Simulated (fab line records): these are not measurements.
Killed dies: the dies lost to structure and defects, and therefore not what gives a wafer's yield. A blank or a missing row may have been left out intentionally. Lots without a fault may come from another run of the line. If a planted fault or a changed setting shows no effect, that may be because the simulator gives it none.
Chamber matching | flow rit cmos | 4 sister chambers for RIT_GATE_ETCH_19 on rie si-01
The step etches poly-Si in SF6/CHF3/O2, stops on SiO2, time 165 s, target depth 312.5 nm. 16 wafers are shown with their chamber, then 8 later ones without.

WAFERS PAIRED WITH THEIR CHAMBERS
wafer  | chamber | throttle valve pct (%) | drypump motor current A (A) | oes product au (a.u.)
L575.2 | 2       | 10.25                  | 6.1                         | 0.853
L575.3 | 0       | 10.35                  | 5.3                         | 0.849
L575.6 | 0       | 10.35                  | 5.3                         | 0.849
L577.2 | 2       | 10.28                  | 6.1                         | 0.857
L577.3 | 1       | 9.92                   | 5.3                         | 0.848
L577.5 | 0       | 10.37                  | 5.3                         | 0.870
L579.1 | 2       | 10.25                  | 6.1                         | 0.854
L579.3 | 1       | 9.90                   | 5.3                         | 0.845
L579.6 | 1       | 9.92                   | 5.3                         | 0.852
L589.1 | 3       | 10.29                  | 5.5                         | 0.864
L589.2 | 0       | 10.37                  | 5.3                         | 0.847
L589.5 | 2       | 10.27                  | 6.1                         | 0.859
L591.3 | 2       | 10.27                  | 6.1                         | 0.848
L591.4 | 1       | 9.90                   | 5.4                         | 0.840
L591.6 | 3       | 10.30                  | 5.6                         | 0.863
L592.1 | 0       | 10.37                  | 5.3                         | 0.861

SIGNATURES (means of the wafers above)
reading                 | chamber 0 | chamber 1 | chamber 2 | chamber 3 | scatter within a chamber
throttle valve pct      | 10.3620   | 9.9100    | 10.2640   | 10.2950   | 0.0117
drypump motor current A | 5.300     | 5.325     | 6.100     | 5.550     | 0.0323
oes product au          | 0.85520   | 0.84625   | 0.85420   | 0.86350   | 0.00674
Rule: for a wafer and a chamber, the distance is found by dividing, reading by reading, the gap between the wafer's reading and the chamber's mean by the reading's scatter, squaring, summing and taking the root. The wafer belongs to the nearest chamber; if the next one is less than 2 further off, it can't be placed. How the scatter is found: for the shown wafers, subtract from each reading the mean of its chamber, square and add these, divide the total by (wafers less chambers), then take the root.

WAFERS MISSING THEIR CHAMBER
wafer  | throttle valve pct (%) | drypump motor current A (A) | oes product au (a.u.)
L592.3 | 10.27                  | 6.1                         | 0.863
L592.5 | 10.26                  | 6.1                         | 0.859
L595.1 | 10.38                  | 5.3                         | 0.862
L595.4 | 10.29                  | 5.5                         | 0.873
L595.5 | 10.31                  | 5.6                         | 0.873
L597.1 | 9.93                   | 5.3                         | 0.860
L597.2 | 10.25                  | 6.1                         | 0.857
L597.6 | 10.37                  | 5.3                         | 0.856

WHICH CHAMBER EACH WENT THROUGH
wafer  | from the rows above | in truth
L592.3 | 2                   | 2
L592.5 | 2                   | 2
L595.1 | 0                   | 0
L595.4 | 3                   | 3
L595.5 | 3                   | 3
L597.1 | 1                   | 1
L597.2 | 2                   | 2
L597.6 | 0                   | 0
Correct placement for 8 of the 8. Can't be placed from these rows: 0. 0 placed wrongly.
